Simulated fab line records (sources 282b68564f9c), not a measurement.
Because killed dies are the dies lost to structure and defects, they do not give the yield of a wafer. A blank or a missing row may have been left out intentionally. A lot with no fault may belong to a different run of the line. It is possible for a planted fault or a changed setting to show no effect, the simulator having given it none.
fab line records	flow rit-cmos
record lots=14	wafers=42	last-day=7
route steps=202 shown GATE@96 M1@202
lots that met no fault: taken from a fault-free run of the same line
start-h: the number of hours between the record's first day and the start of the first shown wafer of the lot	wait-h: how many hours have passed since the lot's step before this one	" unchanged from the row above	L1.1+2: one row covering several wafers at once	- either no value or no given start	* or withheld: withheld	< > ~ a bound
route shown NAME@n: NAME is a module with steps in the file, n the number in the route of the first one	usual: average and standard deviation across the fault-free wafers	same: alike in all rows	chamber/n: place in a boat	sites: readings site by site	_std_site: the values' standard deviation	_edge_site: the outer-site mean with the inner-site mean subtracted	radius-mm: how far each site lies from the wafer's centre	mask NAME#n: copy n	behind: the most recent tool/chamber to have shaped the wafer	hold: reason for holding the lot/hours on hold/outcome of the hold	device: the transistor (n, p or np) that didn't switch	end of line: the route-end tests of the same wafers	step lacking rows: just its recipe	killed: count of dies lost to structure and defects at first sort (not the wafer's yield)	map: dies across one wafer; x = killed, . = not, _ = none there
set.NAME: the setting that was run; set.NAME@STEP: the one run at that earlier step	model.NAME: the simulator's own value behind a step, which no gauge read
route steps across a sampled set of lots; one table per step, one row per wafer
services: a tool's chamber out of use, with start hour (start-h, from the record's first day; less than 0 if before it), hours out, and reason
## steps
# step RIT_GATE_STRIP_20
# recipe chemistry=O2	time-s=180	resist=NOVOLAK	platen-temp-c=withheld	power-w=500	pressure-mtorr=4000	o2-flow-sccm=4000
# usual chamber-pressure-mTorr=4000/4.4	drypump-motor-current-A=5.9/0.56	o2-flow-sccm=4000/13
lot.wafer	tool	chamber	start-h	wait-h	chamber-pressure-mTorr	drypump-motor-current-A	o2-flow-sccm	rf-hours-counter-h
L910.2	plasma-asher-03	1	36.79	0.1	3994	6.1	3988	23
L910.3	"	1	"	"	4013	6.1	3975	-
L910.5	"	1	"	"	3999	6.1	3993	-
L911.4	plasma-asher-03	0	41.44	0.1	4001	4.9	3996	-
L911.5	"	1	"	"	4001	6.1	4003	-
L911.6	"	0	"	"	4003	4.9	3989	-
L912.1	plasma-asher-04	0	47.76	0.1	4002	5.8	3985	41
L912.3	"	0	"	"	3993	5.8	3989	-
L912.5	"	1	"	"	4000	6.5	3996	-
L913.2	plasma-asher-03	0	53.40	0.1	4005	4.9	3991	24
L913.3	"	1	"	"	3999	6.1	4005	-
L913.5	"	0	"	"	4003	4.9	4014	-
L915.2	plasma-asher-03	1	61.44	0.1	3998	6.1	3995	25
L915.3	"	0	"	"	4005	4.9	4000	-
L915.4	"	1	"	"	3999	6.0	4006	-
L917.1	plasma-asher-04	0	72.50	0.1	4003	5.8	3204	44
L917.3	"	0	"	"	3999	5.8	3185	-
L917.6	"	1	"	"	4006	6.4	4013	-
L920.1	plasma-asher-04	1	86.85	0.1	3998	6.5	4003	46
L920.2	"	0	"	"	4000	5.8	3201	46
L920.3	"	0	"	"	4005	5.8	3203	-
L921.4	plasma-asher-04	1	91.84	0.1	3997	6.5	4017	-
L921.5	"	1	"	"	4001	6.5	4031	-
L921.6	"	0	"	"	3997	5.8	3207	-
L922.2	plasma-asher-02	1	100.76	0.1	3991	4.9	3998	43
L922.4	"	1	"	"	3997	4.9	4002	-
L922.6	"	0	"	"	4000	6.2	3994	-
L924.3	plasma-asher-03	0	107.53	0.1	4004	5.0	4020	-
L924.4	"	1	"	"	3997	6.1	4010	-
L924.5	"	1	"	"	4001	6.1	4004	-
L926.2	plasma-asher-03	0	118.10	0.1	4002	4.9	4003	32
L926.5	"	0	"	"	4001	4.9	3990	-
L926.6	"	1	"	"	4003	6.1	3990	-
L928.3	plasma-asher-03	0	127.92	0.1	4002	4.9	4008	-
L928.4	"	1	"	"	4001	6.1	4011	-
L928.6	"	0	"	"	3999	4.9	4017	-
L932.3	plasma-asher-04	0	147.44	0.1	4001	5.8	3978	-
L932.4	"	1	"	"	4004	6.5	3975	-
L932.6	"	0	"	"	3998	5.8	3993	-
L933.1	plasma-asher-04	0	153.04	0.1	3997	5.8	4009	54
L933.2	"	1	"	"	4006	6.5	4005	54
L933.6	"	1	"	"	4004	6.4	4013	-
# step RIT_M1_PROBE_99
# usual killed_at_M0_to_M3=0.0/0.16	killed-at-front-end=7.1/3	killed-dies=7.3/3	killed-open=3.6/2	killed-short=3.5/1.9
# same gross-dies=264	killed_at_M4_up=0	killed-at-back-side=0	killed-at-contacts=0	killed-at-other=0
lot.wafer	tool	chamber	start-h	wait-h	killed_at_M0_to_M3	killed-at-front-end	killed-dies	killed-open	killed-short
L910.2	prober-01	-	56.96	0.1	0	9	9	5	3
L910.3	prober-01	-	57.01	0.2	0	10	10	5	4
L910.5	prober-01	-	57.11	0.2	0	11	11	3	6
L911.4	prober-02	-	61.09	0.2	0	11	11	5	6
L911.5	prober-02	-	61.14	0.2	0	8	8	6	2
L911.6	prober-02	-	61.19	0.2	0	12	12	4	8
L912.1	prober-01	-	68.17	0.1	0	8	8	2	6
L912.3	prober-01	-	68.27	0.2	0	9	9	4	5
L912.5	prober-01	-	68.37	0.2	0	11	11	6	5
L913.2	prober-02	-	74.51	0.1	1	7	8	4	3
L913.3	prober-02	-	74.56	0.2	1	3	4	0	3
L913.5	prober-02	-	74.66	0.2	0	13	13	7	6
L915.2	prober-02	-	81.20	0.1	0	6	6	5	1
L915.3	prober-02	-	81.25	0.2	0	13	13	9	4
L915.4	prober-02	-	81.30	0.2	0	5	5	3	2
L917.1	prober-02	-	92.59	0.1	0	9	9	4	3
L917.3	prober-02	-	92.69	0.2	0	7	7	2	5
L917.6	prober-02	-	92.84	0.2	0	7	7	4	3
L920.1	prober-01	-	108.49	0.1	0	10	10	5	5
L920.2	prober-01	-	108.54	0.1	0	11	11	7	4
L920.3	prober-01	-	108.59	0.2	0	11	11	6	5
L921.4	prober-02	-	112.69	0.2	0	6	6	4	2
L921.5	prober-02	-	112.74	0.2	0	6	6	4	2
L921.6	prober-02	-	112.79	0.2	0	10	10	3	7
L922.2	prober-01	-	122.20	0.1	0	4	4	2	2
L922.4	prober-01	-	122.30	0.2	0	7	7	4	3
L922.6	prober-01	-	122.40	0.2	0	11	11	3	8
L924.3	prober-01	-	128.77	0.2	0	5	5	3	2
L924.4	prober-01	-	128.82	0.2	0	9	9	2	7
L924.5	prober-01	-	128.87	0.2	0	4	4	1	3
L926.2	prober-01	-	138.42	0.1	0	1	1	1	0
L926.5	prober-01	-	138.57	0.2	0	2	2	1	1
L926.6	prober-01	-	138.62	0.2	0	8	8	4	4
L928.3	prober-01	-	148.54	0.2	0	9	9	5	4
L928.4	prober-01	-	148.59	0.2	0	9	9	2	7
L928.6	prober-01	-	148.69	0.2	0	3	3	1	2
L932.3	prober-01	-	167.27	0.2	0	6	6	2	4
L932.4	prober-01	-	167.32	0.2	0	7	7	6	1
L932.6	prober-01	-	167.42	0.2	0	3	3	2	1
L933.1	prober-02	-	172.97	0.1	0	10	10	5	5
L933.2	prober-02	-	173.02	0.1	0	2	2	0	2
L933.6	prober-02	-	173.22	0.2	0	4	4	2	2
# killed by level:class
L910.2 GATE:geometric-particle:open=2 FOX1:geometric-particle:open=1 FOX2:geometric-particle:open=1 GATE:geometric-particle:short=1 REOX:geometric-particle:short=1 SPACER:geometric-particle:short=1 SILICIDE:geometric-particle:open=1 GATE:coat-microbubble-printed=1
L910.3 GATE:geometric-particle:open=4 GATE:geometric-particle:short=3 FOX2:geometric-particle:open=1 SPACER:geometric-particle:short=1 PWELL:coat-microbubble-printed=1
L910.5 SPACER:geometric-particle:short=3 GATE:geometric-particle:open=2 GATE:geometric-particle:short=2 PWELL:coat-microbubble-printed=2 SPACER:geometric-particle:open=1 SILICIDE:geometric-particle:short=1
L911.4 FOX1:geometric-particle:short=3 GATE:geometric-particle:open=3 FOX1:geometric-particle:open=1 FOX2:geometric-particle:open=1 REOX:geometric-particle:short=1 SPACER:geometric-particle:short=1 SILICIDE:geometric-particle:short=1
L911.5 GATE:geometric-particle:open=2 SILICIDE:geometric-particle:open=2 FOX2:geometric-particle:open=1 GATE:geometric-particle:short=1 REOX:geometric-particle:open=1 REOX:geometric-particle:short=1
L911.6 GATE:geometric-particle:open=4 GATE:geometric-particle:short=3 FOX1:geometric-particle:short=2 SPACER:geometric-particle:short=2 FOX2:geometric-particle:short=1
L912.1 SPACER:geometric-particle:short=3 GATE:geometric-particle:short=1 REOX:geometric-particle:open=1 REOX:geometric-particle:short=1 SILICIDE:geometric-particle:open=1 SILICIDE:geometric-particle:short=1
L912.3 GATE:geometric-particle:short=3 GATE:geometric-particle:open=3 SPACER:geometric-particle:open=1 SPACER:geometric-particle:short=1 SILICIDE:geometric-particle:short=1
L912.5 GATE:geometric-particle:short=3 GATE:geometric-particle:open=2 SPACER:geometric-particle:short=2 FOX2:geometric-particle:open=1 REOX:geometric-particle:open=1 SPACER:geometric-particle:open=1 SILICIDE:geometric-particle:open=1
L913.2 GATE:geometric-particle:open=3 GATE:geometric-particle:short=3 REOX:geometric-particle:open=1 M1:coat-microbubble-printed=1
L913.3 ACTIVE:geometric-particle:short=1 GATE:geometric-particle:short=1 SILICIDE:geometric-particle:short=1 M1:coat-microbubble-printed=1
L913.5 GATE:geometric-particle:short=4 GATE:geometric-particle:open=3 FOX2:geometric-particle:open=2 REOX:geometric-particle:open=2 SPACER:geometric-particle:short=1 SILICIDE:geometric-particle:short=1
L915.2 GATE:geometric-particle:open=3 FOX2:geometric-particle:open=1 GATE:geometric-particle:short=1 SPACER:geometric-particle:open=1
L915.3 GATE:geometric-particle:open=5 FOX1:geometric-particle:open=2 FOX1:geometric-particle:short=1 FOX2:geometric-particle:open=1 FOX2:geometric-particle:short=1 GATE:geometric-particle:short=1 REOX:geometric-particle:short=1 SPACER:geometric-particle:open=1
L915.4 GATE:geometric-particle:open=2 FOX1:geometric-particle:short=1 FOX2:geometric-particle:open=1 GATE:geometric-particle:short=1
L917.1 REOX:geometric-particle:open=2 GATE:coat-microbubble-printed=2 FOX1:geometric-particle:short=1 FOX2:geometric-particle:short=1 GATE:geometric-particle:short=1 GATE:geometric-particle:open=1 SILICIDE:geometric-particle:open=1
L917.3 REOX:geometric-particle:short=2 SPACER:geometric-particle:short=2 FOX1:geometric-particle:open=1 GATE:geometric-particle:short=1 GATE:geometric-particle:open=1
L917.6 SPACER:geometric-particle:open=2 FOX2:geometric-particle:open=1 FOX2:geometric-particle:short=1 GATE:geometric-particle:open=1 GATE:geometric-particle:short=1 REOX:geometric-particle:short=1
L920.1 FOX1:geometric-particle:short=3 REOX:geometric-particle:open=2 FOX1:geometric-particle:open=1 GATE:geometric-particle:short=1 REOX:geometric-particle:short=1 SPACER:geometric-particle:open=1 SILICIDE:geometric-particle:open=1
L920.2 SPACER:geometric-particle:open=3 REOX:geometric-particle:open=2 REOX:geometric-particle:short=2 GATE:geometric-particle:open=1 GATE:geometric-particle:short=1 SILICIDE:geometric-particle:short=1 SILICIDE:geometric-particle:open=1
L920.3 REOX:geometric-particle:open=3 FOX1:geometric-particle:short=2 SPACER:geometric-particle:open=2 REOX:geometric-particle:short=1 SPACER:geometric-particle:short=1 SILICIDE:geometric-particle:open=1 SILICIDE:geometric-particle:short=1
L921.4 GATE:geometric-particle:open=2 REOX:geometric-particle:short=2 SPACER:geometric-particle:open=2
L921.5 GATE:geometric-particle:open=4 GATE:geometric-particle:short=1 SILICIDE:geometric-particle:short=1
L921.6 GATE:geometric-particle:short=6 GATE:geometric-particle:open=3 SPACER:geometric-particle:short=1
L922.2 GATE:geometric-particle:short=2 FOX1:geometric-particle:open=1 REOX:geometric-particle:open=1
L922.4 GATE:geometric-particle:open=2 FOX2:geometric-particle:short=1 GATE:geometric-particle:short=1 REOX:geometric-particle:short=1 REOX:geometric-particle:open=1 SPACER:geometric-particle:open=1
L922.6 FOX1:geometric-particle:open=2 FOX1:geometric-particle:short=2 SPACER:geometric-particle:short=2 REOX:geometric-particle:short=2 GATE:geometric-particle:short=1 GATE:geometric-particle:open=1 SILICIDE:geometric-particle:short=1
L924.3 SPACER:geometric-particle:open=2 FOX1:geometric-particle:short=1 GATE:geometric-particle:open=1 SPACER:geometric-particle:short=1
L924.4 FOX2:geometric-particle:short=2 GATE:geometric-particle:short=2 FOX1:geometric-particle:open=1 FOX1:geometric-particle:short=1 GATE:geometric-particle:open=1 REOX:geometric-particle:short=1 SPACER:geometric-particle:short=1
L924.5 SPACER:geometric-particle:short=2 FOX2:geometric-particle:open=1 GATE:geometric-particle:short=1
L926.2 REOX:geometric-particle:open=1
L926.5 GATE:geometric-particle:short=1 REOX:geometric-particle:open=1
L926.6 GATE:geometric-particle:open=2 GATE:geometric-particle:short=2 FOX2:geometric-particle:short=1 REOX:geometric-particle:short=1 SPACER:geometric-particle:open=1 SILICIDE:geometric-particle:open=1
L928.3 GATE:geometric-particle:open=3 SPACER:geometric-particle:short=2 FOX1:geometric-particle:short=1 FOX1:geometric-particle:open=1 FOX2:geometric-particle:open=1 FOX2:geometric-particle:short=1
L928.4 GATE:geometric-particle:short=5 FOX1:geometric-particle:short=1 FOX1:geometric-particle:open=1 GATE:geometric-particle:open=1 REOX:geometric-particle:short=1
L928.6 GATE:geometric-particle:short=1 SPACER:geometric-particle:short=1 SPACER:geometric-particle:open=1
L932.3 FOX1:geometric-particle:short=2 ACTIVE:geometric-particle:short=1 REOX:geometric-particle:open=1 SILICIDE:geometric-particle:short=1 SILICIDE:geometric-particle:open=1
L932.4 GATE:geometric-particle:open=4 SPACER:geometric-particle:open=2 GATE:geometric-particle:short=1
L932.6 GATE:geometric-particle:open=2 SILICIDE:geometric-particle:short=1
L933.1 GATE:geometric-particle:open=2 GATE:geometric-particle:short=2 SILICIDE:geometric-particle:open=2 FOX1:geometric-particle:short=1 FOX2:geometric-particle:short=1 REOX:geometric-particle:open=1 SILICIDE:geometric-particle:short=1
L933.2 GATE:geometric-particle:short=1 SILICIDE:geometric-particle:short=1
L933.6 FOX1:geometric-particle:short=1 FOX1:geometric-particle:open=1 FOX2:geometric-particle:short=1 GATE:geometric-particle:open=1
## services
tool	chamber	start-h	hours	kind
plasma-asher-03	-	44.61	4.5	repair
plasma-asher-02	-	108.75	9.0	pm
plasma-asher-02	0	108.75	9.0	vent-cycle
plasma-asher-02	1	108.75	9.0	vent-cycle
plasma-asher-03	-	110.13	0.6	repair
plasma-asher-02	0	117.75	-	clean
plasma-asher-02	1	117.75	-	clean
plasma-asher-02	-	120.17	14.6	pm
## key
first-sign step=RIT_GATE_STRIP_20	reading=o2-flow-sccm	direction=down	sigmas=62	usual=4000	struck=3200
effect none on later readings
met-at RIT_GATE_STRIP_20
struck-lots L917,L920,L921
struck-wafers L917.1,L917.3,L920.2,L920.3,L921.6
tester-left-out L917,L920,L921
loop-trim step=RIT_GATE_EXPOSE_13	setting=dose	lots=L920,L921
onset-between 47.76 72.50
fault kind=process-parameter-drift	tool=plasma-asher-04	chamber=0	onset-h=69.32	steps=RIT_GATE_STRIP_20	channel=o2-flow-sccm	offset=-800	shape=step	end-h=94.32	acts-in=these-recipes-only	stated=4000
# tester-left-out: of these lots the tester's yield and bins aren't shown, on N5 and GAA mostly nor the transistor test; their killed dies are dies lost to structure and defects alone, not to doping, threshold or leakage, so they don't give the yield
# loop-trim: a control loop set the setting to another value than it would have without faults
